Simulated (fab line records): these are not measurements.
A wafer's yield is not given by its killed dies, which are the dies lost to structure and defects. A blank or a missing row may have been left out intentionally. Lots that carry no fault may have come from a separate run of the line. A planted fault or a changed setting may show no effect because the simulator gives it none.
8D (eight disciplines) problem report, filled in by code | flow berkeley-cmos170 | the parts of the form that need people (team, actions taken, sign-off) are left out

## 1. WHAT WENT WRONG
NSD_TW at UCB170_NSD_TW_MEAS_10 reads a mean of 30 on 3 wafers of 1 lot; wafers without a fault read 4176 with a standard deviation of 36. So: -99 or more standard deviations from the usual mean.
First seen on wafer L878.2, day 8 04:11, on film-metro-04. At this step, 39 wafers from 13 lots have a number in the record. Rule for "out", or "out of limits": more than 4 standard deviations from the usual mean. The other wafers with a number count as sound.

## 2. WHAT IT IS AND WHAT IT IS NOT
question                    | is                     | is not
which readings at this step | NSD_TW                 | -
which lots                  | L878                   | L871, L872, L873, L874, L875, L885, L887, L888, L889, L890, L891, L892
which wafers of those lots  | all that have a number | -
read on which gauges        | film-metro-04          | film-metro-01, film-metro-03
when                        | from day 8 04:11       | up to then (15 sound wafers); but 21 sound wafers of L885, L887, L888, L889, L890, L891, L892 came after

## 3. THE SUSPECTS, EACH WITH WHAT RULES IT OUT
Counting: any tool at a process step up to the reading is kept as a suspect provided that every lot that is out went through it and no sound lot did after the first of them.
- ruled out: the gauge at UCB170_NSD_TW_MEAS_10. All the wafers that are out were read on film-metro-04, but those of them that UCB170_PSD_STRIP_09 has rows for are out there too, on other tools.
- plasma-asher-04 at UCB170_NLDD_STRIP_10 (strips in O2): ruled out as a lasting fault. After its first lot that is out, L878 (day 7 19:00), sound lots L885, L889, L890, L892 ran on it.
- plasma-asher-03 at UCB170_PSD_STRIP_09 (strips in O2): ruled out as a lasting fault. After its first lot that is out, L878 (day 8 02:02), sound lots L887, L888, L891 ran on it.
- plasma-asher-02 at UCB170_NSD_STRIP_09 (strips in O2): ruled out as a lasting fault. After its first lot that is out, L878 (day 8 04:04), sound lots L891 ran on it.
Left after counting: nothing in the record.

## 4. THE CAUSE (what the simulator had put in)
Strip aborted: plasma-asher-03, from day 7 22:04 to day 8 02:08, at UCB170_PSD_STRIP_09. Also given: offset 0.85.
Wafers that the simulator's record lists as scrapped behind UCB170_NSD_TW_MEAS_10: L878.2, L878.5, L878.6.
It was ruled out by counting, in error; the rule expects a fault to strike all lots run on its tool from its start on, and this fault did not.

## 5. THE CHAIN OF EFFECTS, in route order
Each row: a reading where the mean over the struck wafers with a number is more than 3 standard deviations away from the usual. Only readings whose record carries a usual standard deviation are examined. hours: median over the lots of the time between each lot's start at the first step of this table that gives one and its start at this step. sigmas: the change, counted in usual standard deviations.
hours | step                  | reading                  | usual      | on struck wafers | change | sigmas
0     | UCB170_PSD_STRIP_09   | oes-product-au           | 0.601 a.u. | 0.441            | -0.160 | -38
2     | UCB170_NSD_STRIP_09   | oes-product-au           | 0.534 a.u. | 0.606            | +0.072 | +15
2     | UCB170_NSD_STRIP_09   | strip-time-to-endpoint-s | 35.84 s    | 56.37            | +20.53 | +99 or more
2     | UCB170_NSD_TW_MEAS_10 | NSD_TW                   | 4176       | 30               | -4146  | -99 or more
Process steps it contains:
- UCB170_PSD_STRIP_09: strips in O2.
- UCB170_NSD_STRIP_09: strips in O2.
Readings that are blank on the struck wafers while sound wafers have them: strip-time-to-endpoint-s at UCB170_PSD_STRIP_09.

## 6. HOW IT WOULD HAVE BEEN CAUGHT EARLIER
In this record the first reading out of limits at a measuring or inspecting step was taken at day 8 04:11, 6 hours after the fault began at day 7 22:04.
At UCB170_PSD_STRIP_09, the tool's own readings (oes-product-au) were out on each struck wafer the step has a row for, so an alarm limit on them would have fired on the first such wafer.
